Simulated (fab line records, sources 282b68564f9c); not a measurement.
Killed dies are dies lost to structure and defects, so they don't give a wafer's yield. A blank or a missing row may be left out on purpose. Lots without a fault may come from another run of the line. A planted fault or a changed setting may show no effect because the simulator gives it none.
fab line records | flow rit_cmos
record lots=7 wafers=21 last_day=7
route steps=202 shown ACTIVE@2
lots that met no fault: from a run of the same line without faults
start_h: hours from the record's first day to the start of the lot's first wafer shown | wait_h: hours since the lot's step before | " the same as in the row above | L1.1+2: a row that stands for several wafers | - no value, or no start given | * or withheld: withheld | < > ~ a bound
route shown NAME@n: a module of which the file shows steps, and the number in the route of the first | usual: mean/standard deviation of fault-free wafers | same: alike in all rows | chamber/n: place in a boat | sites: the reading at each site | _std_site: their standard deviation | _edge_site: outer sites' mean less inner sites' | radius_mm: how far each site lies from the wafer's centre | mask NAME#n: copy n | behind: the tool/chamber that last shaped the wafer | hold: why the lot was held/for how many hours/how that ended | device: the transistor (n, p or np) that didn't switch | end of line: the same wafers' tests at the end of the route | a step without rows: its recipe alone | killed: dies lost to structure and defects at the first sort, not the wafer's yield | map: a wafer's dies, x killed, . not, _ none there
set.NAME: the setting as run; set.NAME@STEP: as run at that earlier step | model.NAME: the simulator's own value behind a step, which no gauge read
lots at some steps of the route; a table a step, a row a wafer
services: from which hour (start_h, from the record's first day; less than 0 if before it) a tool's chamber was out of use, for how many hours, and why
## steps
# step RIT_ACTIVE_OXIDATION_01
# recipe temp_c=990.7 ambient=O2 target_thk_a=468 ox_time_s=3360
# step RIT_ACTIVE_CVD_03
# recipe material=Si3N4 target_thk_nm=150 temp_c=810 precursor=SiH2Cl2/NH3 time_s=1500 pressure_mtorr=300 sih2cl2_flow_sccm=60 nh3_flow_sccm=150
# step RIT_ACTIVE_HMDS_05
# recipe prime_time_s=60 prime_temp_c=140
# step RIT_ACTIVE_COAT_06
# recipe resist=NOVOLAK spin_rpm=3250 resist_thk_nm=1000
# step RIT_ACTIVE_SOFTBAKE_07
# recipe resist=NOVOLAK temp_c=90 time_s=60
# step RIT_ACTIVE_EXPOSE_08
# recipe mask_id=M1 na=0.6 source_shape=conventional sigma_outer=0.6 target_cd_nm=1400 dose_mj=225
# step RIT_ACTIVE_PEB_09
# recipe resist=NOVOLAK temp_c=withheld time_s=withheld
# step RIT_ACTIVE_DEVELOP_10
# recipe resist=NOVOLAK develop_time_s=50 dev_temp_c=23
# step RIT_ACTIVE_CD_MEAS_11
# recipe target_cd_nm=1400
# usual cd_nm=1400.4/2.1
# columns lot.wafer tool chamber start_h wait_h cd_nm
L586.1 cd_sem-01 - 26.04 - 1401.3
L586.2 " - " " 1400.1
L586.5 " - " " 1399.8
L587.4 cd_sem-01 - 31.96 - 1399.6
L587.5 " - " " 1400.0
L587.6 " - " " 1400.1
L595.2 cd_sem-01 - 69.58 - 1400.3
L595.3 " - " " 1400.6
L595.6 " - " " 1398.1
L596.2 cd_sem-01 - 74.58 - 1403.5
L596.5 " - " " 1402.9
L596.6 " - " " 1403.9
L598.2 cd_sem-01 - 84.58 - 1405.3
L598.4 " - " " 1404.5
L598.5 " - " " 1403.0
L600.2 cd_sem-02 - 97.30 - 1397.0
L600.3 " - " " 1397.8
L600.5 " - " " 1399.6
L602.1 cd_sem-02 - 107.56 - 1400.8
L602.4 " - " " 1402.6
L602.5 " - " " 1399.6
# step RIT_ACTIVE_HARDBAKE_12
# recipe resist=NOVOLAK temp_c=140 time_s=60
# step RIT_ACTIVE_ETCH_13
# recipe stop_on=SiO2 chemistry=SF6 target=Si3N4 time_s=210 over_etch_frac=0.4 SF6_flow_sccm=200 pressure_mtorr=260 rf_w=125 target_depth_a=2100
# usual drypump_motor_current_A=5.4/0.39 oes_product_au=0.820/0.013 rf_fwd_power_W=124.5/0.43 throttle_valve_pct=7.46/0.081
# same time_s=210
# columns lot.wafer tool chamber start_h wait_h drypump_motor_current_A oes_product_au rf_fwd_power_W rf_hours_counter_h throttle_valve_pct model.NOVOLAK_of_ACTIVE_COAT_06.thk_nm model.ACTIVE.feature_depth_nm model.SiO2_of_ACTIVE_OXIDATION_01.thk_nm
L586.1 rie_diel-02 1 26.31 0.1 5.6 0.822 125.6 2 7.41 648.7 154 40.39
L586.2 " 3 " " 6.3 0.815 124.1 1 7.32 645.4 152.3 41.1
L586.5 " 2 " " 5.8 0.822 124.5 - 7.67 665.5 150.7 43.54
L587.4 rie_diel-03 2 32.17 0.1 5.2 0.833 124.2 111 7.38 656.8 151.4 43.01
L587.5 " 1 " " 5.6 0.832 124.6 - 7.51 659.9 150.2 43.89
L587.6 " 2 " " 5.2 0.825 125.1 - 7.39 652.8 151.1 43.16
L595.2 rie_diel-03 2 69.86 0.1 5.2 0.837 173.6 112 7.39 566 195.8 0
L595.3 " 1 " " 5.6 0.833 124.5 162 7.50 655 151.9 43.75
L595.6 " 0 " " 5.3 0.832 125.2 - 7.45 659.2 151.2 43.68
L596.2 rie_diel-03 0 74.83 0.1 5.2 0.830 124.4 2 7.45 659.4 151.2 42.75
L596.5 " 2 " " 5.2 0.827 174.6 - 7.39 566.6 195.2 0
L596.6 " 3 " " 5.2 0.831 125.4 - 7.43 663.4 152 42.17
L598.2 rie_diel-03 3 84.83 0.1 5.1 0.835 124.0 58 7.41 664.8 151.9 40.62
L598.4 " 2 " " 5.2 0.826 174.4 112 7.40 564 193.2 0
L598.5 " 0 " " 5.3 0.833 125.1 - 7.46 661.3 150.7 41.03
L600.2 rie_diel-01 2 97.55 0.1 5.0 0.822 124.6 75 7.41 660 147.8 42.17
L600.3 " 1 " " 5.9 0.806 124.2 79 7.52 655 150.4 42.51
L600.5 " 0 " " 4.9 0.833 124.1 - 7.45 656 149.9 43.21
L602.1 rie_diel-01 1 107.83 0.1 5.9 0.802 124.9 80 7.53 649.4 149.8 41.74
L602.4 " 3 " " 5.6 0.798 124.5 27 7.56 666.2 149.7 42.98
L602.5 " 1 " " 5.9 0.806 124.5 - 7.52 652 150 41.9
# step RIT_ACTIVE_STRIP_14
# recipe chemistry=O2 time_s=180 resist=NOVOLAK platen_temp_c=withheld power_w=500 pressure_mtorr=4000 o2_flow_sccm=4000
# usual drypump_motor_current_A=5.9/0.52
# same time_s=180
# columns lot.wafer tool chamber start_h wait_h drypump_motor_current_A rf_hours_counter_h
L586.1 plasma_asher-02 0 26.45 0.1 6.4 39
L586.2 " 1 " " 6.4 39
L586.5 " 1 " " 6.4 -
L587.4 plasma_asher-02 1 32.36 0.1 6.4 -
L587.5 " 0 " " 6.5 -
L587.6 " 1 " " 6.4 -
L595.2 plasma_asher-04 0 69.99 0.1 6.0 45
L595.3 " 0 " " 6.0 -
L595.6 " 0 " " 6.0 -
L596.2 plasma_asher-02 0 74.97 0.1 6.4 44
L596.5 " 1 " " 6.4 -
L596.6 " 0 " " 6.4 -
L598.2 plasma_asher-03 1 84.97 0.1 5.1 30
L598.4 " 1 " " 5.1 -
L598.5 " 0 " " 5.2 -
L600.2 plasma_asher-04 1 97.68 0.1 6.0 48
L600.3 " 1 " " 6.0 -
L600.5 " 1 " " 6.0 -
L602.1 plasma_asher-03 0 107.97 0.1 5.2 32
L602.4 " 1 " " 5.1 -
L602.5 " 0 " " 5.2 -
## services
# columns tool chamber start_h hours kind
plasma_asher-02 - 39.84 14.4 repair
plasma_asher-02 - 47.53 0.5 repair
rie_diel-03 3 52.52 4.3 repair
plasma_asher-03 - 52.89 14.6 pm
rie_diel-01 0 72.34 - clean
rie_diel-01 0 72.34 - consumable_replace:esc
rie_diel-01 0 72.34 20.8 scheduled_down
rie_diel-01 0 72.34 20.8 vent_cycle
rie_diel-02 0 81.92 9.5 repair
rie_diel-03 1 85.17 - clean
rie_diel-03 1 85.17 20.9 scheduled_down
rie_diel-03 1 85.17 20.9 vent_cycle
rie_diel-01 1 86.22 10.6 repair
## key
first_sign step=RIT_ACTIVE_ETCH_13 reading=rf_fwd_power_W direction=up sigmas=99+ usual=124.5 struck=174.2
effect none on later readings
model_effect step=RIT_ACTIVE_ETCH_13 value=NOVOLAK_of_ACTIVE_COAT_06.thk_nm without=656.3 struck=565.5
met_at RIT_ACTIVE_ETCH_13
struck_wafers L595.2,L596.5,L598.4
later_rows_left_out L595.2,L596.5,L598.4
sort_left_out L595.2,L596.5,L598.4
tester_left_out L595,L596,L598
onset_between 32.17 69.86
fault kind=process_parameter_drift tool=rie_diel-03 chamber=2 onset_h=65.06 steps=RIT_ACTIVE_ETCH_13 channel=rf_w offset=50 shape=step end_h=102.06 acts_in=these_recipes_only stated=125
# tester_left_out: of these lots the tester's yield and bins aren't shown, on N5 and GAA mostly nor the transistor test; their killed dies are dies lost to structure and defects alone, not to doping, threshold or leakage, so they don't give the yield
# sort_left_out: the simulated sort isn't trusted on such a fault, so these wafers' sort isn't shown, and their yield isn't known
# later_rows_left_out: the simulator's readings of these wafers behind a module that went badly wrong aren't trusted and aren't shown, but for the sort
